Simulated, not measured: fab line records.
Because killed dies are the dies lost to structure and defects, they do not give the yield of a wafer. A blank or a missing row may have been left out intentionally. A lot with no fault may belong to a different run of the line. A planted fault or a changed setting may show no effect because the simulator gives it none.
The tool behind it: which one? :: flow rit_cmos :: 15 lots, 45 wafers sampled, at 1 step of a route of 202

== WHAT THE GAUGES READ, wafer by wafer ==
Not one reading of a measure or inspect step in the record can be checked against a usual standard deviation.

== WHICH TOOL RAN EACH LOT (tool, then ch and the chambers of the sampled wafers, then the start) ==
lot: L519
RIT_CONTACT_DEVELOP_07: litho_track-03 ch 0, day 3 08:00

lot: L520
RIT_CONTACT_DEVELOP_07: litho_track-03 ch 0, day 3 14:00

lot: L521
RIT_CONTACT_DEVELOP_07: litho_track-04 ch 0, day 3 18:00

lot: L522
RIT_CONTACT_DEVELOP_07: litho_track-04 ch 0, day 3 20:00

lot: L525
RIT_CONTACT_DEVELOP_07: litho_track-04 ch 0, day 4 11:00

lot: L526
RIT_CONTACT_DEVELOP_07: litho_track-04 ch 0, day 4 15:00

lot: L527
RIT_CONTACT_DEVELOP_07: litho_track-01 ch 0, day 5 00:00

lot: L528
RIT_CONTACT_DEVELOP_07: litho_track-03, day 5 02:00

lot: L529
RIT_CONTACT_DEVELOP_07: litho_track-01, day 5 09:00

lot: L530
RIT_CONTACT_DEVELOP_07: litho_track-04, day 5 11:00

lot: L535
RIT_CONTACT_DEVELOP_07: litho_track-03 ch 0, day 6 16:00

lot: L537
RIT_CONTACT_DEVELOP_07: litho_track-03 ch 0, day 7 02:00

lot: L539
RIT_CONTACT_DEVELOP_07: litho_track-01 ch 0, day 7 12:00

lot: L540
RIT_CONTACT_DEVELOP_07: litho_track-04 ch 0, day 7 14:00

lot: L542
RIT_CONTACT_DEVELOP_07: litho_track-04 ch 0, day 8 00:00
- RIT_CONTACT_DEVELOP_07: develop time 120 s.

== AS READ BY THE TOOLS THEMSELVES (means over the sampled wafers that have a number; for cases with no such wafer, the mark the record gives instead) ==
RIT_CONTACT_DEVELOP_07.
lot: L519
tool: litho_track-03
chill_plate_temp_C (C): 22.86

lot: L520
tool: litho_track-03
chill_plate_temp_C (C): 23.14

lot: L521
tool: litho_track-04
chill_plate_temp_C (C): 23.01

lot: L522
tool: litho_track-04
chill_plate_temp_C (C): 23.05

lot: L525
tool: litho_track-04
chill_plate_temp_C (C): 23.00

lot: L526
tool: litho_track-04
chill_plate_temp_C (C): 23.05

lot: L527
tool: litho_track-01
chill_plate_temp_C (C): 23.11

lot: L528
tool: litho_track-03
chill_plate_temp_C (C): -

lot: L529
tool: litho_track-01
chill_plate_temp_C (C): -

lot: L530
tool: litho_track-04
chill_plate_temp_C (C): -

lot: L535
tool: litho_track-03
chill_plate_temp_C (C): 23.06

lot: L537
tool: litho_track-03
chill_plate_temp_C (C): 22.89

lot: L539
tool: litho_track-01
chill_plate_temp_C (C): 23.02

lot: L540
tool: litho_track-04
chill_plate_temp_C (C): 23.07

lot: L542
tool: litho_track-04
chill_plate_temp_C (C): 22.94

== THE ANSWER, worked out from the rows above alone ==
Rule: what is usual is taken from the lots themselves. Put in order of their means at a reading, lots are off if they are a third of the lots or fewer, leave a main group of 4 or more, and stand apart from it by a gap of 3 or more times the standard deviation of the main group's means; of several such gaps the widest counts. A main group whose means are all the same, to the digits that the tables above print for the reading, isn't used. Also off: a lot with no number at a reading for which 4 or more lots have one. Where the step has rows for the other lots, those lots are counted as sound. The gauges are gone through in route order, then the tools' own readings, and for those a lot's mean is taken as printed above. At the first step where some lot is off, the reading lying furthest off is the one used; lots without a number count as furthest.
Off: L528, L529, L530 (RIT_CONTACT_DEVELOP_07, chill_plate_temp_C). Without a number there: L528, L529, L530. Main group: mean 23.02 C, sd 0.08.
A tool fits if, at that step or a process step before it, it ran every lot that is off, and no sound lot after the first of them. No candidate that was tried fits.

== WHAT THE SIMULATOR HAD INSERTED ==
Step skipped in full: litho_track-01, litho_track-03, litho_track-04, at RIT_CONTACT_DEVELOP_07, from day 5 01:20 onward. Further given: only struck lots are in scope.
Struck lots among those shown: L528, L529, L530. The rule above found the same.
